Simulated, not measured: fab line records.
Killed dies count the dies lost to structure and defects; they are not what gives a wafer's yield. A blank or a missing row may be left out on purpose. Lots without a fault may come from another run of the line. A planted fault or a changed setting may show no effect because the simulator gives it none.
Which of the tools did it? + flow berkeley-cmos170 + Sampling: 24 lots, 72 wafers, 6 of 331 route steps

## WHAT THE GAUGES READ, wafer by wafer
UCB170_CONTACT_THK_MEAS_02.
| lot  | measured     | on            | CONTACT_PSG_THK (nm) |
|------|--------------|---------------|----------------------|
| L074 | day 7 01:35  | film-metro-03 | 681 688 693          |
| L076 | day 7 11:30  | film-metro-01 | 692 690 689          |
| L075 | day 7 12:45  | film-metro-03 | 714 706 708          |
| L079 | day 8 05:34  | film-metro-01 | 706 706 708          |
| L077 | day 8 05:35  | film-metro-03 | 701 703 704          |
| L078 | day 8 05:35  | film-metro-02 | 708 708 710          |
| L080 | day 8 05:39  | film-metro-01 | 709 703 702          |
| L081 | day 8 05:39  | film-metro-03 | 702 703 699          |
| L082 | day 8 18:33  | film-metro-01 | 696 694 697          |
| L086 | day 9 06:43  | film-metro-01 | 707 706 705          |
| L083 | day 9 08:29  | film-metro-01 | 705 704 704          |
| L085 | day 9 08:29  | film-metro-03 | 700 699 698          |
| L084 | day 9 08:31  | film-metro-02 | 711 710 704          |
| L087 | day 9 15:24  | film-metro-02 | 694 690 691          |
| L088 | day 9 21:58  | film-metro-03 | 701 697 701          |
| L089 | day 9 21:58  | film-metro-01 | 691 686 690          |
| L091 | day 10 07:41 | film-metro-03 | 700 700 705          |
| L094 | day 10 14:40 | film-metro-01 | 697 683 693          |
| L093 | day 10 16:27 | film-metro-02 | 703 703 700          |
| L090 | day 10 16:28 | film-metro-01 | 694 695 698          |
| L092 | day 10 16:28 | film-metro-03 | 705 708 702          |
| L095 | day 11 01:24 | film-metro-02 | 700 696 700          |
| L096 | day 11 01:24 | film-metro-01 | 707 705 701          |
| L097 | day 11 17:10 | film-metro-01 | 700 707 693          |

UCB170_V1_THK_MEAS_04.
| lot  | measured     | on            | V1_POLISHED_THK (nm) |
|------|--------------|---------------|----------------------|
| L074 | day 7 10:07  | film-metro-02 | 1000.2 1000.3 1000.0 |
| L076 | day 7 20:07  | film-metro-02 | 998.4 999.0 998.9    |
| L075 | day 7 20:17  | film-metro-04 | 999.1 999.2 998.2    |
| L079 | day 8 13:28  | film-metro-03 | 999.7 999.6 1000.9   |
| L077 | day 8 13:28  | film-metro-04 | 1001.7 1001.4 999.3  |
| L078 | day 8 13:46  | film-metro-02 | 999.6 998.9 999.9    |
| L080 | day 8 16:08  | film-metro-04 | 1001.1 999.1 1000.5  |
| L081 | day 8 16:08  | film-metro-03 | 999.8 999.3 999.7    |
| L082 | day 9 03:31  | film-metro-03 | 1000.7 999.9 1000.1  |
| L086 | day 9 18:26  | film-metro-03 | 1001.5 998.7 1001.1  |
| L083 | day 9 19:02  | film-metro-02 | 1001.9 1000.3 1000.1 |
| L085 | day 9 18:44  | film-metro-02 | 998.7 1000.6 1000.9  |
| L084 | day 9 18:54  | film-metro-04 | 1001.1 999.7 1000.1  |
| L087 | day 9 23:29  | film-metro-03 | 998.7 1000.2 999.1   |
| L088 | day 10 08:42 | film-metro-02 | 1000.0 998.8 999.0   |
| L089 | day 10 09:00 | film-metro-03 | 998.5 998.5 1000.8   |
| L091 | day 10 20:28 | film-metro-04 | 1001.0 1000.4 998.8  |
| L094 | day 11 00:30 | film-metro-03 | 1000.9 1001.4 1001.6 |
| L093 | day 11 01:06 | film-metro-03 | 1000.5 1000.9 999.9  |
| L090 | day 11 01:25 | film-metro-04 | 1000.9 1001.7 1001.0 |
| L092 | day 11 00:49 | film-metro-02 | 1000.8 998.7 999.7   |
| L095 | day 11 12:34 | film-metro-03 | 1001.3 998.0 999.5   |
| L096 | day 11 12:34 | film-metro-02 | 998.8 998.6 998.8    |
| L097 | day 12 00:19 | film-metro-02 | 1001.2 1001.1 1000.8 |

UCB170_V1_CD_MEAS_12 targets a cd of 700 nm.
| lot  | measured     | on        | cd-nm (nm)        |
|------|--------------|-----------|-------------------|
| L074 | day 7 11:35  | cd-sem-02 | 703.4 701.8 703.8 |
| L076 | day 7 23:50  | cd-sem-01 | 701.3 700.3 700.5 |
| L075 | day 7 23:36  | cd-sem-02 | 700.8 699.9 699.9 |
| L079 | day 8 14:52  | cd-sem-01 | 699.4 699.7 700.5 |
| L077 | day 8 15:04  | cd-sem-01 | 699.3 698.3 697.5 |
| L078 | day 8 17:40  | cd-sem-01 | 698.7 699.6 700.2 |
| L080 | day 8 17:50  | cd-sem-01 | 698.5 700.8 699.5 |
| L081 | day 8 18:05  | cd-sem-01 | 703.3 703.2 702.1 |
| L082 | day 9 06:52  | cd-sem-01 | 700.6 698.2 698.8 |
| L086 | day 9 20:28  | cd-sem-01 | 698.9 697.7 698.2 |
| L083 | day 9 21:19  | cd-sem-01 | 697.5 698.1 697.2 |
| L085 | day 9 20:43  | cd-sem-01 | 700.1 701.4 700.1 |
| L084 | day 9 20:59  | cd-sem-01 | 700.3 699.7 701.2 |
| L087 | day 10 02:57 | cd-sem-01 | 696.9 697.5 698.1 |
| L088 | day 10 10:57 | cd-sem-01 | 698.6 700.1 697.7 |
| L089 | day 10 11:11 | cd-sem-01 | 699.1 698.8 698.1 |
| L091 | day 11 01:21 | cd-sem-01 | 699.4 699.1 699.8 |
| L094 | day 11 03:46 | cd-sem-01 | 697.5 698.4 699.0 |
| L093 | day 11 03:56 | cd-sem-01 | 698.7 697.2 698.6 |
| L090 | day 11 04:26 | cd-sem-01 | 699.8 700.1 701.5 |
| L092 | day 11 04:06 | cd-sem-01 | 700.2 699.0 698.2 |
| L095 | day 11 14:14 | cd-sem-01 | 698.1 699.7 698.1 |
| L096 | day 11 14:32 | cd-sem-01 | 698.8 699.6 699.7 |
| L097 | day 12 02:09 | cd-sem-01 | 699.9 698.5 699.5 |

UCB170_V2_OVL_MEAS_13.
| lot  | measured     | on         | V2_OVL (nm) |
|------|--------------|------------|-------------|
| L074 | day 7 18:53  | overlay-02 | 6 3 8       |
| L076 | day 8 06:42  | overlay-01 | -1 7 1      |
| L075 | day 8 06:55  | overlay-02 | 6 9 8       |
| L079 | day 8 20:19  | overlay-02 | -6 -4 -5    |
| L077 | day 8 20:56  | overlay-02 | -4 -4 -2    |
| L078 | day 9 00:58  | overlay-02 | 9 3 5       |
| L080 | day 9 01:20  | overlay-01 | -6 3 0      |
| L081 | day 9 01:27  | overlay-02 | -4 6 -5     |
| L082 | day 9 12:47  | overlay-01 | 0 -10 4     |
| L086 | day 10 03:29 | overlay-01 | -1 -2 -3    |
| L083 | day 10 05:17 | overlay-01 | -3 -6 -2    |
| L085 | day 10 03:50 | overlay-01 | -5 -1 -1    |
| L084 | day 10 04:20 | overlay-01 | -4 2 1      |
| L087 | day 10 09:34 | overlay-02 | 9 -7 -3     |
| L088 | day 10 16:22 | overlay-02 | -4 -1 0     |
| L089 | day 10 16:59 | overlay-02 | 18 8 12     |
| L091 | day 11 10:17 | overlay-02 | -4 -2 1     |
| L094 | day 11 10:24 | overlay-01 | -1 4 -2     |
| L093 | day 11 11:19 | overlay-01 | 3 4 -5      |
| L090 | day 11 12:11 | overlay-01 | -9 -12 -10  |
| L092 | day 11 11:38 | overlay-01 | 1 3 5       |
| L095 | day 11 19:24 | overlay-02 | 0 3 -5      |
| L096 | day 11 19:58 | overlay-01 | 6 6 5       |
| L097 | day 12 09:28 | overlay-02 | 7 -2 -1     |

UCB170_M3_CD_MEAS_15 targets a cd of 700 nm.
| lot  | measured     | on        | cd-nm (nm)        |
|------|--------------|-----------|-------------------|
| L074 | day 7 23:45  | cd-sem-02 | 700.7 699.3 698.5 |
| L076 | day 8 09:26  | cd-sem-01 | 699.2 699.3 700.7 |
| L075 | day 8 10:11  | cd-sem-01 | 699.3 699.1 697.7 |
| L079 | day 8 23:53  | cd-sem-01 | 700.4 700.3 701.8 |
| L077 | day 9 01:06  | cd-sem-01 | 699.4 700.4 698.8 |
| L078 | day 9 06:16  | cd-sem-01 | 699.4 701.2 701.5 |
| L080 | day 9 06:25  | cd-sem-01 | 698.7 696.8 697.9 |
| L081 | day 9 06:46  | cd-sem-01 | 698.1 698.8 699.6 |
| L082 | day 9 15:34  | cd-sem-01 | 700.6 701.5 700.2 |
| L086 | day 10 07:26 | cd-sem-01 | 698.6 700.2 698.6 |
| L083 | day 10 08:36 | cd-sem-01 | 696.6 696.4 697.4 |
| L085 | day 10 07:42 | cd-sem-01 | 700.2 700.4 701.1 |
| L084 | day 10 08:21 | cd-sem-01 | 699.3 699.9 699.6 |
| L087 | day 10 12:41 | cd-sem-01 | 698.1 698.1 698.8 |
| L088 | day 10 19:28 | cd-sem-01 | 700.6 699.1 700.4 |
| L089 | day 10 19:49 | cd-sem-01 | 700.1 700.9 700.7 |
| L091 | day 11 13:11 | cd-sem-01 | 702.1 701.4 701.6 |
| L094 | day 11 13:35 | cd-sem-01 | 698.1 698.5 699.2 |
| L093 | day 11 14:25 | cd-sem-01 | 701.1 700.6 700.4 |
| L090 | day 11 15:25 | cd-sem-01 | 699.6 698.0 698.8 |
| L092 | day 11 15:11 | cd-sem-01 | 698.8 700.1 699.3 |
| L095 | day 12 01:24 | cd-sem-01 | 699.0 699.4 699.2 |
| L096 | day 12 01:31 | cd-sem-01 | 698.6 697.1 697.2 |
| L097 | day 12 12:22 | cd-sem-01 | 701.3 701.7 701.6 |

## WHICH TOOL RAN EACH LOT (tool, then ch and the chambers of the sampled wafers, then the start)
| lot  | UCB170_CONTACT_STRIP_19              |
|------|--------------------------------------|
| L074 | plasma-asher-04 ch 0,1, day 7 03:59  |
| L076 | plasma-asher-02 ch 0,1, day 7 13:42  |
| L075 | plasma-asher-01 ch 0,1, day 7 14:46  |
| L079 | plasma-asher-02 ch 0,1, day 8 07:51  |
| L077 | plasma-asher-04 ch 0,1, day 8 08:04  |
| L078 | plasma-asher-01 ch 0,1, day 8 08:05  |
| L080 | plasma-asher-02 ch 0,1, day 8 08:13  |
| L081 | plasma-asher-04 ch 0,1, day 8 08:27  |
| L082 | plasma-asher-01 ch 0, day 8 20:52    |
| L086 | plasma-asher-04 ch 0,1, day 9 08:51  |
| L083 | plasma-asher-04 ch 1, day 9 11:30    |
| L085 | plasma-asher-01 ch 0,1, day 9 11:16  |
| L084 | plasma-asher-02 ch 0,1, day 9 11:25  |
| L087 | plasma-asher-01 ch 0,1, day 9 17:36  |
| L088 | plasma-asher-02 ch 0,1, day 10 00:31 |
| L089 | plasma-asher-02 ch 0,1, day 10 02:08 |
| L091 | plasma-asher-01 ch 0,1, day 10 10:47 |
| L094 | plasma-asher-04 ch 0, day 10 16:42   |
| L093 | plasma-asher-04 ch 0,1, day 10 19:08 |
| L090 | plasma-asher-01 ch 0,1, day 10 19:26 |
| L092 | plasma-asher-01 ch 0,1, day 10 18:56 |
| L095 | plasma-asher-01 ch 0,1, day 11 04:30 |
| L096 | plasma-asher-04 ch 0,1, day 11 04:52 |
| L097 | plasma-asher-01 ch 0,1, day 11 19:19 |
- UCB170_CONTACT_STRIP_19: strips in O2.

## AS READ BY THE TOOLS THEMSELVES (means over the sampled wafers that have a number; for cases with no such wafer, the mark the record gives instead)
UCB170_CONTACT_STRIP_19.
| lot  | tool            | drypump-motor-current-A (A) | oes-product-au (a.u.) |
|------|-----------------|-----------------------------|-----------------------|
| L074 | plasma-asher-04 | 6.0                         | 0.731                 |
| L076 | plasma-asher-02 | 6.2                         | 0.725                 |
| L075 | plasma-asher-01 | 4.9                         | 0.727                 |
| L079 | plasma-asher-02 | 6.1                         | 0.726                 |
| L077 | plasma-asher-04 | 6.1                         | 0.726                 |
| L078 | plasma-asher-01 | 4.9                         | 0.724                 |
| L080 | plasma-asher-02 | 6.2                         | 0.728                 |
| L081 | plasma-asher-04 | 6.0                         | 0.723                 |
| L082 | plasma-asher-01 | 4.9                         | 0.724                 |
| L086 | plasma-asher-04 | 6.3                         | 0.724                 |
| L083 | plasma-asher-04 | 5.8                         | 0.725                 |
| L085 | plasma-asher-01 | 4.9                         | 0.722                 |
| L084 | plasma-asher-02 | 5.8                         | 0.727                 |
| L087 | plasma-asher-01 | 4.9                         | 0.721                 |
| L088 | plasma-asher-02 | 5.8                         | 0.723                 |
| L089 | plasma-asher-02 | 6.2                         | 0.727                 |
| L091 | plasma-asher-01 | 4.9                         | 0.728                 |
| L094 | plasma-asher-04 | 6.6                         | 0.724                 |
| L093 | plasma-asher-04 | 6.3                         | 0.723                 |
| L090 | plasma-asher-01 | 4.9                         | 0.724                 |
| L092 | plasma-asher-01 | 4.8                         | 0.727                 |
| L095 | plasma-asher-01 | 4.8                         | 0.725                 |
| L096 | plasma-asher-04 | 6.3                         | 0.725                 |
| L097 | plasma-asher-01 | 4.9                         | 0.729                 |

## THE ANSWER, worked out from the rows above alone
Rule: the lots themselves supply what counts as usual. Put in order of their means at a reading, lots are off if they are a third of the lots or fewer, leave a main group of 4 or more, and stand apart from it by a gap of 3 or more times the standard deviation of the main group's means; of several such gaps the widest counts. The tables above print the reading to a certain number of digits; a main group whose means all agree to those digits is not used. A lot without any number at a reading at which 4 lots or more have one is off too. Any other lot the step has rows for is counted as sound. The gauges are gone through in route order, then the tools' own readings, and for those a lot's mean is taken as printed above. The first step at which some lot is off is used, and at that step the reading that is off furthest; a lot without a number counts as furthest.
Nothing can be told from this: no lot is off at any reading shown.

## WHAT HAD BEEN PUT IN BY THE SIMULATOR
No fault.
